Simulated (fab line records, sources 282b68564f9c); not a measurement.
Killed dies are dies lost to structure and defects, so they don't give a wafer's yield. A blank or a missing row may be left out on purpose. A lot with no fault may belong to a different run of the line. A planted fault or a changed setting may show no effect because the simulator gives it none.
Problem report, 8D (eight disciplines) form, completed by code | flow rit cmos | the parts of the form that need people (team, actions taken, sign-off) are left out

== 1. WHAT WENT WRONG ==
spin speed rpm at RIT_PSD_COAT_01 reads a mean of 4144.3 rpm on 6 wafers of 2 lots; wafers without a fault read 3249.8 rpm with a standard deviation of 2.4. So: +99 or more standard deviations from the usual mean.
The step: resist thk 1000 nm.
First observed at day 4 20:35: wafer L283.1, on litho track-02. The record has a number at this step for 42 wafers belonging to 14 lots. Rule for "out" (also "out of limits"): further than 4 standard deviations from the usual mean. The other wafers with a number count as sound.

== 2. WHAT IT IS, WHAT IT ISN'T ==
question                    | is                     | is not
which readings at this step | spin speed rpm         | -
which lots                  | L283, L286             | L275, L276, L277, L280, L282, L290, L292, L293, L294, L296, L297, L298
which wafers of those lots  | all that have a number | -
read on which tools         | litho track-02         | litho track-03, litho track-04
when                        | from day 4 20:35       | up to then (15 sound wafers); but 21 sound wafers of L290, L292, L293, L294, L296, L297, L298 came after

== 3. WHAT RULES OUT EACH SUSPECT ==
Counting: a tool stays on the suspect list if, at a process step up to the reading, it processed all lots that are out and no sound lot following the first of them.
- litho track-02 at RIT_PSD_COAT_01 (resist thk 1000 nm): kept. All lots that are out passed through it, beginning with L283 at day 4 20:35, and no sound lot followed; its final sound lot before that point was L282 at day 4 16:30. On those wafers its own readings are out: spin speed rpm.
Left after counting: litho track-02 at RIT_PSD_COAT_01.

== 4. THE CAUSE (what the simulator had put in) ==
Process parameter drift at RIT_PSD_COAT_01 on litho track-02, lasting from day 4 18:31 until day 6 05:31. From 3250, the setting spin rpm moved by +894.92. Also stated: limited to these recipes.
Only this tool survived the counting.

== 5. THE EFFECT CHAIN, in route order ==
Rows list readings where the struck wafers' mean (over those with a number) sits beyond 3 standard deviations from the usual. Readings are gone through only where the record gives a usual standard deviation; hours: the median, over the lots, of the time from a lot's start at the first step in this table giving one to that lot's start at this step; sigmas: the change measured in usual standard deviations.
hours | step            | reading        | usual      | on struck wafers | change | sigmas
0     | RIT_PSD_COAT_01 | spin speed rpm | 3249.8 rpm | 4144.3           | +894.5 | +99 or more
The process steps in it:
- RIT_PSD_COAT_01: resist thk 1000 nm.

== 6. HOW IT WOULD HAVE BEEN CAUGHT EARLIER ==
First out-of-limits reading in this record: day 4 20:35, which is 2 hours after fault onset at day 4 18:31.
